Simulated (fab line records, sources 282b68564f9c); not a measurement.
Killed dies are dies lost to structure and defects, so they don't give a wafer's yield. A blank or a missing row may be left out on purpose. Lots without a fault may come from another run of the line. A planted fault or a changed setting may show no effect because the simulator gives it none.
Which tool did it? | flow rit_cmos | 8 lots, 24 wafers sampled, at 4 steps of a route of 202

WHAT THE GAUGES READ, wafer by wafer
RIT_PSD_TW_MEAS_10. Usual: PSD_TW 3401, standard deviation 32.
lot  | measured    | on            | PSD_TW         | flag
L863 | day 5 02:34 | film_metro-02 | 3417 3410 3402 |
L865 | day 5 12:22 | film_metro-01 | 3342 3328 3345 |
L866 | day 5 19:09 | film_metro-03 | 3462 3421 3440 |
L867 | day 6 01:02 | film_metro-02 | 3412 3401 3429 |
L870 | day 6 09:21 | film_metro-01 | 3358 3343 3346 |
L872 | day 6 19:52 | film_metro-02 | 3408 3421 3423 |
L874 | day 7 04:31 | film_metro-01 | 3369 3389 3367 |
L876 | day 7 15:50 | film_metro-02 | 3395 3381 3397 |

RIT_SDANNEAL_RS_MEAS_05: measures by four-point-probe. Usual: NSD_RS 84.51 ohm/sq, standard deviation 0.27.
lot  | measured    | on            | NSD_RS (ohm/sq)   | flag
L863 | day 5 03:10 | film_metro-03 | 84.11 84.06 84.25 |
L865 | day 5 12:59 | film_metro-02 | 84.80 84.57 84.70 |
L866 | day 5 19:46 | film_metro-01 | 84.81 84.86 84.90 |
L867 | day 6 01:38 | film_metro-02 | 84.65 84.57 84.90 |
L870 | day 6 09:58 | film_metro-01 | 84.58 84.47 84.41 |
L872 | day 6 20:29 | film_metro-02 | 84.58 84.63 84.74 |
L874 | day 7 05:07 | film_metro-02 | 84.74 84.43 84.61 |
L876 | day 7 16:28 | film_metro-02 | 84.39 84.28 84.24 |

WHICH TOOL RAN EACH LOT (tool, then ch and the chambers of the sampled wafers, then the start)
lot  | RIT_GATE_ETCH_19                | RIT_PSD_STRIP_09
L863 | rie_si-01 ch 0,3, day 4 14:10   | plasma_asher-02 ch 1, day 5 02:23
L865 | rie_si-01 ch 1,3, day 4 23:12   | plasma_asher-03 ch 0,1, day 5 12:12
L866 | rie_si-02 ch 0,1,2, day 5 05:58 | plasma_asher-03 ch 0,1, day 5 18:59
L867 | rie_si-02 ch 0,2,3, day 5 12:16 | plasma_asher-03 ch 0,1, day 6 00:52
L870 | rie_si-02 ch 0,2,3, day 5 21:01 | plasma_asher-04 ch 0,1, day 6 09:10
L872 | rie_si-02 ch 1,3, day 6 07:59   | plasma_asher-03 ch 0,1, day 6 19:41
L874 | rie_si-02 ch 1,3, day 6 16:31   | plasma_asher-02 ch 0,1, day 7 04:20
L876 | rie_si-02 ch 2,3, day 7 03:10   | plasma_asher-03 ch 0,1, day 7 15:38
- RIT_GATE_ETCH_19: etches poly-Si in SF6/CHF3/O2, stops on SiO2, time 165 s, target depth 312.5 nm.
- RIT_PSD_STRIP_09: strips in O2, time 180 s.

WHAT THE TOOLS THEMSELVES READ (means of the sampled wafers that have a number; where no wafer has one, the mark that the record gives instead)
RIT_GATE_ETCH_19. Usual: drypump_motor_current_A 5.4 A, standard deviation 0.39; oes_product_au 0.837 a.u., standard deviation 0.013; rf_fwd_power_W 159.3 W, standard deviation 0.51; run_length_s 193.2 s, standard deviation 0.42; throttle_valve_pct 10.21 %, standard deviation 0.12.
lot  | tool      | drypump_motor_current_A (A) | oes_product_au (a.u.) | rf_fwd_power_W (W) | run_length_s (s) | throttle_valve_pct (%) | flag
L863 | rie_si-01 | 5.2                         | 0.713                 | 159.3              | 239.6            | 10.19                  | OFF
L865 | rie_si-01 | 5.4                         | 0.718                 | 159.2              | 239.3            | 10.20                  | OFF
L866 | rie_si-02 | 5.7                         | 0.843                 | 159.2              | 193.2            | 10.08                  |
L867 | rie_si-02 | 5.5                         | 0.844                 | 159.3              | 193.1            | 10.19                  |
L870 | rie_si-02 | 5.5                         | 0.838                 | 159.8              | 193.2            | 10.19                  |
L872 | rie_si-02 | 5.1                         | 0.820                 | 159.8              | 192.9            | 10.32                  |
L874 | rie_si-02 | 5.3                         | 0.835                 | 159.9              | 193.2            | 10.22                  |
L876 | rie_si-02 | 5.7                         | 0.839                 | 160.0              | 193.6            | 10.20                  |

RIT_PSD_STRIP_09. Usual: drypump_motor_current_A 6.0 A, standard deviation 0.3.
lot  | tool            | drypump_motor_current_A (A) | flag
L863 | plasma_asher-02 | 5.8                         |
L865 | plasma_asher-03 | 6.0                         |
L866 | plasma_asher-03 | 6.0                         |
L867 | plasma_asher-03 | 6.2                         |
L870 | plasma_asher-04 | 6.4                         |
L872 | plasma_asher-03 | 6.2                         |
L874 | plasma_asher-02 | 5.8                         |
L876 | plasma_asher-03 | 6.0                         |

THE ANSWER, worked out from the rows above alone
Rule: a lot is off if the mean of its wafers that have a number lies more than 3 standard deviations from the usual mean. A lot without any number at a reading at which 4 lots or more have one is off too. The other lots that the step has rows for count as sound. The gauges are gone through in route order, then the tools' own readings, and for those a lot's mean is taken as printed above. The first step at which some lot is off is used, and at that step the reading that is off furthest; a lot without a number counts as furthest.
Off: L863, L865, at RIT_GATE_ETCH_19 (run_length_s).
A tool fits if, at that step or a process step before it, it ran every lot that is off, and no sound lot after the first of them. One fits: rie_si-01 at RIT_GATE_ETCH_19. It ran no sound lot before its first lot that is off in this sample, so the start can't be narrowed down.
The tool's own readings at RIT_GATE_ETCH_19 bear it out: on the lots that are off they differ by more than 5 times the standard deviation of the sound lots' means. oes_product_au reads 0.716 a.u. there against 0.837 a.u. on the sound lots; run_length_s reads 239.4 s there against 193.2 s on the sound lots.

WHAT THE SIMULATOR HAD PUT IN
Process parameter drift: rie_si-01, from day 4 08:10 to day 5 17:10, at RIT_GATE_ETCH_19. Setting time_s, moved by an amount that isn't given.
Lots struck among those shown: L863, L865. The rule above found the same.
